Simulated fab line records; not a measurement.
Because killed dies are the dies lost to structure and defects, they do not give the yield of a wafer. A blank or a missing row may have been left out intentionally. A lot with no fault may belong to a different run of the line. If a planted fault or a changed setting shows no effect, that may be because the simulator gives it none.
A lot that was struck, set against a sound lot    flow berkeleyCmos170    16 out of 331 route steps
Sound: these wafers, L315.2, L315.4, L315.5. The struck wafers were L327.1, L327.2, L327.4. Last of all comes the cause.
Each step with rows lists, per side, the tool, then ch with its chambers, then its first start. Under that, the readings that differ: sound wafers    struck wafers    difference of the means    sigmas: that difference in standard deviations of wafers without a fault.
alike: words and numbers the same on both sides, and readings whose means are apart by under 2 such deviations; not compared: readings that were withheld, readings missing a value for some wafer, numbers with overlapping values and no deviation given by the record, and bounds like >300 which may hide the same value.
The two part at a step that has a row with sigmas, a row that says differs or no value, or rows on one side only. Numbers that have no deviation but don't overlap get no sigmas and don't part them. Lack of a reading on every wafer of one side parts them only where that side has two or more wafers.

UCB170_V1_CMP_02: polishes SiO2.
  sound on cmp-02 ch 0,1,2, day 7 14:48; struck on cmp-02 ch 0,1,2, day 10 00:59
  alike: motorCurrentA, slurryFlowMlMin
UCB170_V1_BOW_MEAS_03:
  sound on filmMetro-01, day 7 15:04; struck on filmMetro-04, day 10 01:14
  alike: V1_BOW
UCB170_V1_THK_MEAS_04:
  sound on filmMetro-01, day 7 15:11; struck on filmMetro-04, day 10 01:22
  alike: V1_POLISHED_THK
then, 7 steps without rows for these wafers: UCB170_V1_CLEAN_05 (cleans in DIW); UCB170_V1_HMDS_06 (prime time 60 s); UCB170_V1_COAT_07 (resist thk 900 nm); UCB170_V1_SOFTBAKE_08 (time 60 s); UCB170_V1_EXPOSE_09 (exposes mask VIA1, target cd 700 nm); UCB170_V1_PEB_10; UCB170_V1_DEVELOP_11 (develop time 45 s).
UCB170_V1_CD_MEAS_12: the cd target is 700 nm.
  sound on cdSem-01, day 7 16:18; struck on cdSem-02, day 10 04:16
  alike: cdNm
UCB170_V1_OVL_MEAS_13:
  sound on overlay-01, day 7 16:25; struck on overlay-02, day 10 04:23
  alike: V1_OVL
UCB170_V1_ETCH_14: etches SiO2 in CHF3/CF4/Ar, stops on Al, target depth 1250 nm, time 291 s.
  sound on rieDiel-03 ch 0,3, day 7 16:26; struck on rieDiel-01 ch 2,3, day 10 04:25
reading                             sound              struck             difference  sigmas
oesProductAu (a.u.)                 0.883 0.900 0.882  0.958 1.002 1.008  +0.101      +7
runLengthS (s)                      319.3 319.1 319.4  268.0 267.3 267.3  -51.7       -99 or more
model.KrF_of_V1_COAT_07.thkNm (nm)  614.7 612.1 615.7  666.1 665.9 660.8  +50.1       
  alike: drypumpMotorCurrentA, throttleValvePct
  not compared: rfHoursCounterH
UCB170_V1_STRIP_15: strips in O2.
  sound on plasmaAsher-04 ch 0,1, day 7 16:37; struck on plasmaAsher-04 ch 0,1, day 10 04:36
reading                   sound              struck             difference  sigmas
stripTimeToEndpointS (s)  15.42 15.36 15.44  16.57 16.59 16.44  +1.13       +10
  alike: drypumpMotorCurrentA, o2FlowSccm, oesProductAu
  not compared: rfHoursCounterH
UCB170_V1_CD_MEAS_90: the cd target is 700 nm.
  sound on cdSem-01, day 7 16:44; struck on cdSem-02, day 10 04:42
  alike: cdNm
UCB170_M3_PROBE_99:
  sound on prober-02, day 8 05:27; struck on prober-01, day 10 14:23
  not compared: model.etest.antennaM2.vtShiftV

## WHERE THEY PART
Earliest at UCB170_V1_ETCH_14; latest, in this record, at UCB170_V1_STRIP_15. Later steps at which nothing parts them and some readings are alike: UCB170_V1_CD_MEAS_90.

WHY: whatever the simulator had introduced
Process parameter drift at UCB170_V1_ETCH_14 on rieDiel-01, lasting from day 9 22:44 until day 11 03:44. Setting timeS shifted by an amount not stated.
